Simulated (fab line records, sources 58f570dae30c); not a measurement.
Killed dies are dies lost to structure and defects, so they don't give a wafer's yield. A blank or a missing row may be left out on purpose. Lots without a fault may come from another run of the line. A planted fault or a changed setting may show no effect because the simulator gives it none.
Problem report in the 8D (eight disciplines) form, filled by code | flow berkeley_cmos170 | the parts of the form that need people (team, actions taken, sign-off) are left out

1. THE PROBLEM
M2_AL_RS at UCB170_M2_RS_MEAS_02 reads a mean of 0.0386 ohm/sq on 6 wafers of 2 lots; wafers without a fault read 0.0321 ohm/sq with a standard deviation of 0.0004. That is +16 standard deviations from the usual mean.
The step: measures by four-point-probe.
First seen on wafer L429.1, day 10 11:39, on film_metro-03. The record holds 42 wafers of 14 lots with a number at this step. Rule for "out", or "out of limits": more than 4 standard deviations from the usual mean. The other wafers with a number count as sound.

2. WHAT IT IS AND WHAT IT IS NOT
question                    | is                           | is not
which readings at this step | M2_AL_RS                     | -
which lots                  | L429, L432                   | L415, L416, L417, L419, L420, L421, L422, L423, L430, L433, L435, L437
which wafers of those lots  | all that have a number       | -
read on which gauges        | film_metro-03, film_metro-04 | film_metro-02
when                        | from day 10 11:39            | up to then (24 sound wafers); but 12 sound wafers of L430, L433, L435, L437 came after

3. SUSPECTS, AND WHAT RULES EACH OUT
Counting: a tool at a process step up to the reading stays a suspect if it ran every lot that is out and no sound lot after the first of them.
- the gauge at UCB170_M2_RS_MEAS_02: ruled out. The wafers that are out were read on 2 gauges (film_metro-03, film_metro-04).
- pvd_sputter-01 at UCB170_M2_SPUTTER_01 (material Al, target thk 900 nm, time 120 s): kept. It ran every lot that is out, first L429 (day 10 11:34), and no sound lot after that; its last sound lot up to then is L423 (day 8 20:37). Its own readings are out on those wafers: chamber_pressure_pa, throttle_valve_pct.
Left after counting: pvd_sputter-01 at UCB170_M2_SPUTTER_01.

4. THE CAUSE (what the simulator had put in)
Process parameter drift: pvd_sputter-01, from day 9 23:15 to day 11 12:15, at UCB170_M2_SPUTTER_01. Setting chamber_pressure_pa, moved by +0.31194, from 0.5. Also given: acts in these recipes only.
Counting left only this tool.

5. THE CHAIN OF EFFECTS, in route order
Each row: a reading whose mean over the struck wafers that have a number lies more than 3 standard deviations from the usual. Only readings for which the record gives a usual standard deviation are gone through. hours: the time from each lot's start at the first step in this table that gives one to its start at this step, as a median over the lots. sigmas: the change in usual standard deviations.
hours | step                    | reading             | usual         | on struck wafers | change  | sigmas
0     | UCB170_M2_SPUTTER_01    | chamber_pressure_pa | 0.5001 Pa     | 0.8122           | +0.3121 | +99 or more
0     | UCB170_M2_SPUTTER_01    | throttle_valve_pct  | 29.8 %        | 23.1             | -6.7    | -6.8
0     | UCB170_M2_RS_MEAS_02    | M2_AL_RS            | 0.0321 ohm/sq | 0.0386           | +0.0065 | +16
0     | UCB170_M2_THK_MEAS_03   | M2_AL_THK           | 900 nm        | 750              | -150    | -14
2     | UCB170_M2_METAL_ETCH_18 | oes_product_au      | 0.857 a.u.    | 0.782            | -0.075  | -7.8
The process steps in it:
- UCB170_M2_SPUTTER_01: material Al, target thk 900 nm, time 120 s.
- UCB170_M2_METAL_ETCH_18: etches Al in Cl2/BCl3, stops on SiO2, target depth 1170 nm, time 195 s.

6. WHAT WOULD HAVE CAUGHT IT SOONER
In this record the first reading out of limits at a measuring or inspecting step was taken at day 10 11:39, 12 hours after the fault began at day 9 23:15.
The tool's own readings at UCB170_M2_SPUTTER_01 were out on every struck wafer that the step has a row for (chamber_pressure_pa, throttle_valve_pct): an alarm limit on them would have fired on the first of those.
Of the lots that are out (2), L432 began UCB170_M2_SPUTTER_01 on pvd_sputter-01 after day 10 11:39. A hold on the tool at that time would have spared it.
